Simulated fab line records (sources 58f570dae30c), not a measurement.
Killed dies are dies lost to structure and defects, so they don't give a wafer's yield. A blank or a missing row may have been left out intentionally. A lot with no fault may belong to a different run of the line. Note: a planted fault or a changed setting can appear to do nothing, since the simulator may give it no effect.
A lot that was struck, set against a sound lot -- flow berkeley-cmos170 -- 16 steps out of a route of 331
Sound: wafers L840.2, L840.5, L840.6. Wafers L853.1, L853.3, L853.4 were the ones struck. The cause is given at the end.
For every step that has rows: the tool of each side, followed by ch and its chambers, followed by its first start. Under that, the readings that differ: sound wafers -- struck wafers -- difference of the means -- sigmas: that difference in standard deviations of wafers without a fault.
alike: same words and numbers on both sides, and readings whose means sit less than 2 such deviations apart. not compared: any withheld reading, any reading some wafer has no value for, any bound like >300 that may hide the same value, and any number with overlapping values for which the record gives no deviation.
Wherever a step has rows on one side only, a row that says differs or no value, or a row with sigmas, the two part there. Non-overlapping numbers with no deviation appear without sigmas and do not part them. Lack of a reading on every wafer of one side parts them only where that side has two or more wafers.

first, 1 step without rows for these wafers: UCB170_M3_SOFTBAKE_06 (time 60 s).
UCB170_M3_STRIP_07: strips in O2.
  sound on plasma-asher-04 ch 0,1, day 8 17:53; struck on plasma-asher-01 ch 0,1, day 11 17:40
  alike: drypump-motor-current-A, oes-product-au, strip-time-to-endpoint-s
  not compared: rf-hours-counter-h
then, 7 steps without rows for these wafers: UCB170_M3_STRIP_08 (strips KrF in DMSO, time 600 s); UCB170_M3_COAT_09; UCB170_M3_COAT_10 (resist thk 900 nm); UCB170_M3_SOFTBAKE_11 (time 60 s); UCB170_M3_EXPOSE_12 (exposes mask METAL3, target cd 700 nm); UCB170_M3_PEB_13; UCB170_M3_DEVELOP_14 (develop time 45 s).
UCB170_M3_CD_MEAS_15: target cd 700 nm.
  sound on cd-sem-02, day 8 19:29; struck on cd-sem-02, day 11 22:38
  alike: cd-nm
UCB170_M3_OVL_MEAS_16:
  sound on overlay-01, day 8 19:35; struck on overlay-01, day 11 22:45
  alike: M3_OVL
UCB170_M3_ETCH_17: etches BARC in N2/H2.
  sound on rie-diel-04 ch 0,2,3, day 8 19:37; struck on rie-diel-02 ch 0,1,3, day 11 22:47
  alike: drypump-motor-current-A, n2-flow-sccm, oes-product-au, rf-fwd-power-W, throttle-valve-pct
UCB170_M3_METAL_ETCH_18: etches Al in Cl2/BCl3, stops on SiO2, target depth 1170 nm, time 195 s.
  sound on rie-metal-02 ch 0,1, day 8 19:40; struck on rie-metal-01 ch 0,1, day 11 22:50
reading,sound,struck,difference,sigmas
rf-fwd-power-W (W),595.2 596.3 594.6,525.5 524.0 525.9,-70.2,-33
model.KrF_of_M3_COAT_10.thk-nm (nm),183.8 200 180.3,293.8 289.6 289.7,+103.0,
model.M3.cd-nm (nm),696.5 696.2 694.8,707.7 709.8 703.4,+11.1,
model.SiO2_of_V2_CVD_00.thk-nm (nm),933.3 937.7 933.5,946.8 945.2 944.1,+10.5,
  alike: drypump-motor-current-A, oes-product-au, throttle-valve-pct
  not compared: rf-hours-counter-h
UCB170_M3_STRIP_19: strips in O2.
  sound on plasma-asher-04 ch 0,1, day 8 19:51; struck on plasma-asher-04 ch 0,1, day 11 23:01
reading,sound,struck,difference,sigmas
oes-product-au (a.u.),0.519 0.532 0.505,0.623 0.622 0.621,+0.103,+6
  alike: drypump-motor-current-A
  not compared: rf-hours-counter-h
UCB170_M3_CD_MEAS_90: target cd 700 nm.
  sound on cd-sem-01, day 8 19:58; struck on cd-sem-01, day 11 23:07
reading,sound,struck,difference,sigmas
cd-nm (nm),696.3 696.3 694.7,707.5 709.6 703.6,+11.1,+4
following that, these wafers have no rows for 1 step: UCB170_M3_PROBE_99.

WHERE THEY PART
Earliest at UCB170_M3_METAL_ETCH_18; latest, in this record, at UCB170_M3_CD_MEAS_90.

WHY: whatever the simulator had introduced
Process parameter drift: rie-metal-01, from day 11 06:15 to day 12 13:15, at UCB170_M3_METAL_ETCH_18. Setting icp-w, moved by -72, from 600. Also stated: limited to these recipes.
